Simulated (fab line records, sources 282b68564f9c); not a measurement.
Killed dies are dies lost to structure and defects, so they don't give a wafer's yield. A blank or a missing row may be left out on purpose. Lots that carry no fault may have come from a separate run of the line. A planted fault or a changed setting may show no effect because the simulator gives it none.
fab line records | flow rit-cmos
[record] lots = 15 wafers = 45 last-day = 7
route steps=202 shown NLDD@106 M1@202
lots untouched by any fault: they come from a run of this same line in which no faults occurred
start-h: hours from the record's first day to the start of the lot's first wafer shown | wait-h: time in hours since the lot's previous step | " identical to the entry in the row above | L1.1+2: one row covering several wafers at once | - no value, or no start was given | * or withheld: withheld | < > ~ a bound
route shown NAME@n: names a module that has steps shown in the file, with the first one's number in the route | usual: mean/standard deviation taken from wafers without a fault | same: alike in all rows | chamber/n: place in a boat | sites: the reading at each site | _std_site: how widely they spread, as a standard deviation | _edge_site: mean of outer sites minus mean of inner sites | radius-mm: for every site, how far away it sits from the centre of the wafer | mask NAME#n: copy n | behind: tool/chamber where the wafer was last shaped | hold: reason for holding the lot/hours on hold/outcome of the hold | device: which transistor (n, p or np) failed to switch | end of line: the tests these same wafers got at the end of their route | a step without rows: its recipe alone | killed: at the first sort, the dies lost to defects and structure; wafer yield is something else | map: per-die view of a wafer (x killed, . not killed, _ where there is no die)
set.NAME: the run value of the setting; set.NAME@STEP: its run value at that earlier step | model.NAME: the simulator's own value behind a step, which no gauge read
one table for each step of the route and one row for each wafer, over a sample of lots
services: from which hour (start-h, from the record's first day; less than 0 if before it) a tool's chamber was out of use, for how many hours, and why
[[steps]]
[step RIT_NLDD_EXPOSE_03]
[recipe] mask-id = M7 na = 0.57 target-cd-nm = 40700 dose-mj = 250
// columns lot.wafer tool chamber start-h wait-h mask
L886.1+5+6 iline-stepper-01 0 43.07 0.1 M7#0
L887.1+4+5 iline-stepper-01 0 47.05 0.1 M7#0
L888.1+4+6 iline-stepper-02 0 53.05 0.2 M7#0
L890.1+2+3 iline-stepper-01 0 63.09 0.1 M7#0
L891.1+2+3 iline-stepper-01 0 68.14 0.1 M7#0
L892.1+4+5 iline-stepper-01 0 77.41 0.1 M7#0
L893.1+2+5 iline-stepper-02 0 77.65 0.4 M7#0
L896.1+3+5 iline-stepper-01 0 95.35 0.2 M7#0
L897.1+2+6 iline-stepper-02 0 98.01 0.2 M7#0
L900.2+3+6 iline-stepper-01 0 114.62 0.2 M7#0
L901.3+5+6 iline-stepper-01 0 120.15 0.1 M7#0
L904.2+4+6 iline-stepper-02 0 136.79 0.2 M7#0
L905.1+2+4 iline-stepper-02 0 139.93 0.1 M7#0
L906.1+3+5 iline-stepper-02 0 144.92 0.1 M7#0
L908.1+3+6 iline-stepper-02 0 156.31 0.2 M7#0
[step RIT_NLDD_OVL_MEAS_06]
[usual] NLDD_OVL = -1.2/1.4
// columns lot.wafer tool chamber start-h wait-h hold NLDD_OVL[nm]
L886.1 overlay-01 - 43.47 - - -2.2
L886.5 " - " " - -0.9
L886.6 " - " " - -2.4
L887.1 overlay-01 - 47.45 - - -1.4
L887.4 " - " " - -1.4
L887.5 " - " " - -0.3
L888.1 overlay-01 - 53.45 - - -0.6
L888.4 " - " " - -0.9
L888.6 " - " " - -2.4
L890.1 overlay-02 - 63.49 - - -1.6
L890.2 " - " " - 0.9
L890.3 " - " " - -1.2
L891.1 overlay-02 - 68.54 - - -3.4
L891.2 " - " " - -4.0
L891.3 " - " " - -4.0
L892.1 overlay-02 - 77.81 - - 2.3
L892.4 " - " " - -0.9
L892.5 " - " " - 0.5
L893.1 overlay-01 - 78.05 - - -1.1
L893.2 " - " " - 0.9
L893.5 " - " " - 0.5
L896.1 overlay-02 - 95.75 - await-dispo/0.2h/release -181.1
L896.3 " - " " await-dispo/0.2h/release -179.9
L896.5 " - " " await-dispo/0.2h/release -178.9
L896.1 overlay-02 - 95.96 0.2 - -178.7
L896.3 " - " " - -177.8
L896.5 " - " " - -176.7
L897.1 overlay-01 - 98.41 - - -0.9
L897.2 " - " " - -0.3
L897.6 " - " " - -1.5
L900.2 overlay-01 - 115.01 - await-dispo/0.2h/release -181.6
L900.3 " - " " await-dispo/0.2h/release -182.5
L900.6 " - " " await-dispo/0.2h/release -182.3
L900.2 overlay-01 - 115.21 0.2 - -179.7
L900.3 " - " " - -180.1
L900.6 " - " " - -180.0
L901.3 overlay-02 - 120.53 - await-dispo/0.2h/release -181.2
L901.5 " - " " await-dispo/0.2h/release -181.0
L901.6 " - " " await-dispo/0.2h/release -179.8
L901.3 overlay-02 - 120.73 0.2 - -179.6
L901.5 " - " " - -178.5
L901.6 " - " " - -178.4
L904.2 overlay-02 - 137.18 - - 1.5
L904.4 " - " " - 1.6
L904.6 " - " " - -1.4
L905.1 overlay-02 - 140.33 - - -0.8
L905.2 " - " " - -1.0
L905.4 " - " " - -1.0
L906.1 overlay-01 - 145.32 - - -0.7
L906.3 " - " " - 0.8
L906.5 " - " " - 0.6
L908.1 overlay-01 - 156.71 - - -1.9
L908.3 " - " " - -1.4
L908.6 " - " " - -2.5
[step RIT_M1_PROBE_99]
[usual] defect-limited-yield = 97.2/1.2 killed_at_M0_to_M3 = 0.0/0.14 killed-at-contacts = 0.1/0.31 killed-at-front-end = 7/3.2 killed-dies = 7/3.2 killed-on-rim = 1.9/1.4 killed-open = 3.6/1.9 killed-short = 3.6/2 sort_bin_3_pad_short = 0.1/0.22 sort_bin_5_function = 1.6/0.93 sort_bin_6_memory = 1.0/0.66 sort-n-pass = 257/3.2 sort-yield-pct = 97.2/1.2
[same] gross-dies = 264 killed_at_M4_up = 0 killed-at-back-side = 0 killed-at-other = 0
// columns lot.wafer tool chamber start-h wait-h defect-limited-yield[%] killed_at_M0_to_M3 killed-at-contacts killed-at-front-end killed-dies killed-on-rim killed-open killed-short sort_bin_3_pad_short[%] sort_bin_5_function[%] sort_bin_6_memory[%] sort-n-pass sort-yield-pct[%]
L886.1 prober-02 - 58.99 0.1 96.2 0 0 10 10 3 5 5 0.4 1.1 2.3 254 96.2
L886.5 prober-02 - 59.19 0.2 95.8 0 0 11 11 3 4 7 0 3.4 0.8 253 95.8
L886.6 prober-02 - 59.24 0.2 98.9 0 0 3 3 0 1 2 0.4 0.4 0.4 261 98.9
L887.1 prober-01 - 64.06 0.1 98.5 0 0 4 4 1 2 2 0 1.1 0.4 260 98.5
L887.4 prober-01 - 64.21 0.2 96.6 1 0 8 9 3 4 4 0 3.0 0.4 255 96.6
L887.5 prober-01 - 64.26 0.2 95.8 1 0 10 11 1 4 6 0.4 2.7 1.1 253 95.8
L888.1 prober-02 - 69.26 0.1 98.1 0 0 5 5 2 3 1 0 1.1 0.8 259 98.1
L888.4 prober-02 - 69.41 0.2 95.8 0 0 11 11 3 4 6 0.4 1.9 1.9 253 95.8
L888.6 prober-02 - 69.51 0.2 97.3 0 0 7 7 1 4 3 0 0.8 1.9 257 97.3
L890.1 prober-02 - 79.98 0.1 96.6 0 1 8 9 2 2 7 0.8 1.9 0.8 255 96.6
L890.2 prober-02 - 80.03 0.1 98.1 0 1 4 5 4 3 2 0 0.8 1.1 259 98.1
L890.3 prober-02 - 80.08 0.2 97.0 0 0 8 8 0 6 2 0 1.9 1.1 256 97.0
L891.1 prober-01 - 84.08 0.1 98.9 0 0 3 3 0 2 1 0 0 1.1 261 98.9
L891.2 prober-01 - 84.13 0.1 97.7 0 0 6 6 2 3 3 0 0.4 1.9 258 97.7
L891.3 prober-01 - 84.18 0.2 95.8 0 0 11 11 2 6 5 0.4 2.7 1.1 253 95.8
L892.1 prober-02 - 93.29 0.1 96.6 0 0 9 9 0 3 6 0.4 1.5 1.5 255 96.6
L892.4 prober-02 - 93.44 0.2 97.3 0 0 7 7 2 3 4 0 1.9 0.8 257 97.3
L892.5 prober-02 - 93.49 0.2 97.7 0 0 6 6 1 2 4 0 1.5 0.8 258 97.7
L893.1 prober-01 - 94.79 0.1 97.0 0 0 8 8 2 3 5 0 1.9 1.1 256 97.0
L893.2 prober-01 - 94.84 0.1 96.6 0 0 9 9 1 7 2 0 2.3 1.1 255 96.6
L893.5 prober-01 - 94.99 0.2 97.3 0 0 7 7 1 3 4 0 1.5 1.1 257 97.3
L897.1 prober-02 - 113.68 0.1 98.1 0 0 5 5 1 4 1 0 1.5 0.4 259 98.1
L897.2 prober-02 - 113.73 0.1 98.1 0 0 5 5 2 4 1 0 0.4 1.5 259 98.1
L897.6 prober-02 - 113.93 0.2 99.2 0 0 2 2 0 1 1 0 0 0.8 262 99.2
L904.2 prober-02 - 152.39 0.1 97.3 0 0 7 7 3 2 5 0 1.1 1.5 257 97.3
L904.4 prober-02 - 152.49 0.2 97.3 0 1 6 7 1 2 5 0.4 0.8 1.5 257 97.3
L904.6 prober-02 - 152.59 0.2 98.1 0 0 5 5 3 3 2 0.8 0.8 0.4 259 98.1
L905.1 prober-01 - 155.46 0.1 93.9 0 0 16 16 2 8 8 0.4 4.2 1.5 248 93.9
L905.2 prober-01 - 155.51 0.1 96.6 0 0 9 9 2 4 4 0 1.9 1.5 255 96.6
L905.4 prober-01 - 155.61 0.2 97.0 0 0 8 8 1 3 5 0 2.7 0.4 256 97.0
L906.1 prober-02 - 160.87 0.1 97.0 0 0 8 8 3 5 3 0 1.5 1.5 256 97.0
L906.3 prober-02 - 160.97 0.2 97.0 0 0 8 8 2 2 6 0.8 1.1 1.1 256 97.0
L906.5 prober-02 - 161.07 0.2 96.6 0 0 9 9 0 4 5 0 2.3 1.1 255 96.6
L908.1 prober-02 - 172.08 0.1 93.6 0 0 17 17 3 12 5 0.4 4.2 1.9 247 93.6
L908.3 prober-02 - 172.18 0.2 97.3 0 0 7 7 1 3 3 0.4 1.5 0.8 257 97.3
L908.6 prober-02 - 172.33 0.2 97.0 0 0 8 8 3 3 5 0 2.3 0.8 256 97.0
// killed by level:class
L886.1 SPACER:geometric-particle:open=3 GATE:geometric-particle:open=2 SILICIDE:geometric-particle:short=2 FOX1:geometric-particle:short=1 GATE:geometric-particle:short=1 SPACER:geometric-particle:short=1
L886.5 GATE:geometric-particle:short=2 GATE:geometric-particle:open=2 REOX:geometric-particle:short=2 FOX1:geometric-particle:short=1 FOX2:geometric-particle:open=1 FOX2:geometric-particle:short=1 SILICIDE:geometric-particle:open=1 SILICIDE:geometric-particle:short=1
L886.6 FOX1:geometric-particle:short=1 GATE:geometric-particle:short=1 SPACER:geometric-particle:open=1
L887.1 GATE:geometric-particle:open=1 REOX:geometric-particle:short=1 SILICIDE:geometric-particle:open=1 SILICIDE:geometric-particle:short=1
L887.4 FOX1:geometric-particle:short=2 GATE:geometric-particle:open=2 FOX1:geometric-particle:open=1 REOX:geometric-particle:short=1 SPACER:geometric-particle:short=1 SPACER:geometric-particle:open=1 M1:coat-microbubble-printed=1
L887.5 GATE:geometric-particle:short=3 SPACER:geometric-particle:open=2 SPACER:geometric-particle:short=2 ACTIVE:geometric-particle:short=1 FOX2:geometric-particle:open=1 REOX:geometric-particle:open=1 M1:coat-microbubble-printed=1
L888.1 GATE:geometric-particle:open=2 FOX1:geometric-particle:open=1 SILICIDE:geometric-particle:short=1 PSD:coat-microbubble-printed=1
L888.4 GATE:geometric-particle:short=3 GATE:geometric-particle:open=2 FOX1:geometric-particle:open=1 REOX:geometric-particle:open=1 REOX:geometric-particle:short=1 SPACER:geometric-particle:short=1 SILICIDE:geometric-particle:short=1 PSD:coat-microbubble-printed=1
L888.6 GATE:geometric-particle:open=3 GATE:geometric-particle:short=1 REOX:geometric-particle:open=1 REOX:geometric-particle:short=1 SPACER:geometric-particle:short=1
L890.1 FOX1:geometric-particle:short=2 GATE:geometric-particle:short=2 SPACER:geometric-particle:short=2 FOX1:geometric-particle:open=1 SILICIDE:geometric-particle:short=1 CONTACT:geometric-particle:open=1
L890.2 FOX1:geometric-particle:open=1 GATE:geometric-particle:short=1 SILICIDE:geometric-particle:short=1 SILICIDE:geometric-particle:open=1 CONTACT:geometric-particle:open=1
L890.3 GATE:geometric-particle:open=3 REOX:geometric-particle:open=2 FOX1:geometric-particle:open=1 REOX:geometric-particle:short=1 SILICIDE:geometric-particle:short=1
L891.1 FOX1:geometric-particle:open=1 FOX2:geometric-particle:short=1 SILICIDE:geometric-particle:open=1
L891.2 GATE:geometric-particle:short=2 GATE:geometric-particle:open=2 FOX1:geometric-particle:short=1 REOX:geometric-particle:open=1
L891.3 GATE:geometric-particle:open=4 GATE:geometric-particle:short=4 SILICIDE:geometric-particle:open=2 SILICIDE:geometric-particle:short=1
L892.1 GATE:geometric-particle:short=2 SPACER:geometric-particle:short=2 FOX2:geometric-particle:open=1 FOX2:geometric-particle:short=1 GATE:geometric-particle:open=1 REOX:geometric-particle:short=1 REOX:geometric-particle:open=1
L892.4 FOX2:geometric-particle:open=1 GATE:geometric-particle:open=1 GATE:geometric-particle:short=1 REOX:geometric-particle:short=1 REOX:geometric-particle:open=1 SPACER:geometric-particle:short=1 SILICIDE:geometric-particle:short=1
L892.5 GATE:geometric-particle:short=2 REOX:geometric-particle:short=2 GATE:geometric-particle:open=1 SPACER:geometric-particle:open=1
L893.1 SPACER:geometric-particle:short=2 SILICIDE:geometric-particle:open=2 FOX1:geometric-particle:open=1 FOX1:geometric-particle:short=1 GATE:geometric-particle:short=1 SILICIDE:geometric-particle:short=1
L893.2 FOX1:geometric-particle:open=3 FOX1:geometric-particle:short=1 GATE:geometric-particle:open=1 REOX:geometric-particle:open=1 SPACER:geometric-particle:short=1 SPACER:geometric-particle:open=1 SILICIDE:geometric-particle:open=1
L893.5 SILICIDE:geometric-particle:short=3 SILICIDE:geometric-particle:open=2 GATE:geometric-particle:short=1 GATE:geometric-particle:open=1
L897.1 GATE:geometric-particle:open=3 GATE:geometric-particle:short=1 REOX:geometric-particle:open=1
L897.2 REOX:geometric-particle:open=2 FOX1:geometric-particle:open=1 GATE:geometric-particle:open=1 GATE:geometric-particle:short=1
L897.6 GATE:geometric-particle:short=1 SILICIDE:geometric-particle:open=1
L904.2 GATE:geometric-particle:short=3 FOX1:geometric-particle:short=1 REOX:geometric-particle:short=1 REOX:geometric-particle:open=1 SILICIDE:geometric-particle:open=1
L904.4 GATE:geometric-particle:short=3 FOX1:geometric-particle:short=1 SILICIDE:geometric-particle:short=1 SILICIDE:geometric-particle:open=1 CONTACT:geometric-particle:open=1
L904.6 GATE:geometric-particle:open=2 FOX1:geometric-particle:open=1 GATE:geometric-particle:short=1 REOX:geometric-particle:short=1
L905.1 GATE:geometric-particle:open=4 FOX1:geometric-particle:short=3 GATE:geometric-particle:short=3 FOX1:geometric-particle:open=2 FOX2:geometric-particle:short=2 FOX2:geometric-particle:open=1 SILICIDE:geometric-particle:open=1
L905.2 GATE:geometric-particle:open=3 GATE:geometric-particle:short=3 SPACER:geometric-particle:short=1 SILICIDE:geometric-particle:open=1 PLDD:coat-microbubble-printed=1
L905.4 GATE:geometric-particle:short=3 FOX2:geometric-particle:short=2 GATE:geometric-particle:open=2 FOX1:geometric-particle:open=1
L906.1 SILICIDE:geometric-particle:open=2 FOX1:geometric-particle:open=1 FOX2:geometric-particle:open=1 GATE:geometric-particle:open=1 GATE:geometric-particle:short=1 REOX:geometric-particle:short=1 SILICIDE:geometric-particle:short=1
L906.3 REOX:geometric-particle:short=4 FOX1:geometric-particle:short=1 FOX1:geometric-particle:open=1 GATE:geometric-particle:short=1 REOX:geometric-particle:open=1
L906.5 REOX:geometric-particle:open=2 SPACER:geometric-particle:short=2 GATE:geometric-particle:short=1 REOX:geometric-particle:short=1 SPACER:geometric-particle:open=1 SILICIDE:geometric-particle:short=1 SILICIDE:geometric-particle:open=1
L908.1 GATE:geometric-particle:open=4 REOX:geometric-particle:short=4 SPACER:geometric-particle:open=4 FOX1:geometric-particle:open=2 REOX:geometric-particle:open=1 SPACER:geometric-particle:short=1 SILICIDE:geometric-particle:open=1
L908.3 FOX2:geometric-particle:open=1 FOX2:geometric-particle:short=1 GATE:geometric-particle:short=1 GATE:geometric-particle:open=1 REOX:geometric-particle:open=1 SPACER:geometric-particle:short=1 PRETRO:coat-microbubble-printed=1
L908.6 GATE:geometric-particle:short=4 GATE:geometric-particle:open=2 FOX2:geometric-particle:short=1 FOX2:geometric-particle:open=1
[[services]]
// columns tool chamber start-h hours kind
iline-stepper-02 - 49.76 1.7 pm
iline-stepper-01 0 138.01 - calibration
[[key]]
[first-sign] step = RIT_NLDD_OVL_MEAS_06 reading = visit direction = added
[effect] step = RIT_NLDD_OVL_MEAS_06 reading = NLDD_OVL direction = down sigmas = 99+ usual = -1.2 struck = -180.9
met-at RIT_NLDD_EXPOSE_03
struck-lots L896,L900,L901
scrapped-behind RIT_NLDD_OVL_MEAS_06 L896.1,L896.3,L896.5,L900.2,L900.3,L900.6,L901.3,L901.5,L901.6
onset-between 77.41 95.35
[fault] kind = scanner-matching-overlay tool = iline-stepper-01 chamber = - onset-h = 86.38 steps = RIT_NLDD_EXPOSE_03 offset = -180
